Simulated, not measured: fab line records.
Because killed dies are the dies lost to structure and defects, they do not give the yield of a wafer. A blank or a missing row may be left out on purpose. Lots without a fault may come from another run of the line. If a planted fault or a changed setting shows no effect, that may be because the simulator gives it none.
A struck lot beside a sound one | flow berkeley-cmos170 | 19 out of 331 route steps
Sound: these wafers, L198.1, L198.4, L198.6. Struck: wafers L184.2, L184.4, L184.6. At the end, the cause is stated.
Per side, at each step with rows, come the tool, then ch with its chambers, and then its first start. Under that, the readings that differ: sound wafers | struck wafers | difference of the means | sigmas: that difference in standard deviations of wafers without a fault.
alike: readings whose means differ by less than 2 such deviations, and words and numbers that are the same on both sides. not compared: withheld readings, readings that some wafer has no value for, bounds like >300 that may hide the same value, and numbers for which the record gives no deviation and whose values overlap.
Wherever a step has rows on one side only, a row that says differs or no value, or a row with sigmas, the two part there. Numbers that don't overlap but have no deviation are shown without sigmas and don't part them. A reading missing from all wafers of one side parts the sides only when that side holds two or more wafers.

first, 4 steps without rows for these wafers: UCB170_WELLDRIVE_WET_ETCH_04 (etches SiO2 in BOE, time 120 s); UCB170_ACTIVE_CLEAN_00 (cleans in SPM, time 600 s); UCB170_ACTIVE_CLEAN_01 (cleans in dHF, time 60 s); UCB170_ACTIVE_OXIDATION_02 (target thk 26.4 nm, ox time 1260 s).
UCB170_ACTIVE_THK_MEAS_03:
  sound on film-metro-02 at day 9 01:16; struck on film-metro-01 at day 6 04:45
  alike: ACTIVE_OXIDE_THK
then, 2 steps without rows for these wafers: UCB170_ACTIVE_ANNEAL_04 (time 900 s); UCB170_ACTIVE_CVD_05 (deposits Si3N4 from SiH2Cl2/NH3, target thk 220 nm, time 3300 s).
UCB170_ACTIVE_THK_MEAS_06:
  sound on film-metro-03 at day 9 14:01; struck on film-metro-03 at day 6 13:25
  alike: ACTIVE_NITRIDE_THK
then, 4 steps without rows for these wafers: UCB170_ACTIVE_HMDS_07 (prime time 60 s); UCB170_ACTIVE_COAT_08 (resist thk 910.5 nm); UCB170_ACTIVE_SOFTBAKE_09 (time 60 s); UCB170_ACTIVE_EXPOSE_10 (exposes mask ACTIVE, target cd 1200 nm).
UCB170_ACTIVE_PEB_11:
  sound on litho-track-02 ch 0, day 9 15:31; struck on litho-track-02 ch 0, day 6 14:04
then, 1 step without rows for these wafers: UCB170_ACTIVE_DEVELOP_12 (develop time 45 s).
UCB170_ACTIVE_CD_MEAS_13 targets a cd of 1200 nm.
  sound on cd-sem-01 at day 9 15:48; struck on cd-sem-01 at day 6 14:48
  reading    | sound                | struck               | difference | sigmas
  cd-nm (nm) | 1199.1 1199.0 1198.9 | 1193.4 1193.2 1191.6 | -6.3       | -5
  not compared: hold
UCB170_ACTIVE_OVL_MEAS_14:
  sound on overlay-01 at day 9 15:55; struck on overlay-01 at day 6 16:31
  reading | sound | struck                                                                     | difference                   | sigmas
  hold    | - - - | await-dispo/1.6h/release await-dispo/1.6h/release await-dispo/1.6h/release | no value on the sound wafers |
  alike: ACTIVE_OVL
UCB170_ACTIVE_ETCH_15: etches Si3N4 in CH3F/Ar/O2, stops on SiO2, target depth 242 nm, time 151 s.
  sound on rie-diel-03 ch 0,2,3, day 9 15:57; struck on rie-diel-04 ch 1,3, day 6 16:32
  reading                 | sound          | struck         | difference | sigmas
  model.ACTIVE.cd-nm (nm) | 1199 1199 1199 | 1193 1193 1192 | -6         |
  alike: drypump-motor-current-A, mfc-ar-sccm, oes-product-au, throttle-valve-pct
  not compared: rf-hours-counter-h
UCB170_ACTIVE_STRIP_16: strips in O2.
  sound on plasma-asher-04 ch 0,1, day 9 16:03; struck on plasma-asher-02 ch 0,1, day 6 16:38
  reading                      | sound             | struck            | difference | sigmas
  strip-time-to-endpoint-s (s) | 18.34 18.20 18.24 | 18.59 18.44 18.42 | +0.22      | +2
  alike: drypump-motor-current-A, oes-product-au
  not compared: rf-hours-counter-h
UCB170_M3_PROBE_99:
  sound wafers here have rows in the record (prober-01, day 13 08:22); struck ones have none

WHERE THEY PART
First at UCB170_ACTIVE_CD_MEAS_13; last, within this record, at UCB170_M3_PROBE_99.

WHY: whatever the simulator had introduced
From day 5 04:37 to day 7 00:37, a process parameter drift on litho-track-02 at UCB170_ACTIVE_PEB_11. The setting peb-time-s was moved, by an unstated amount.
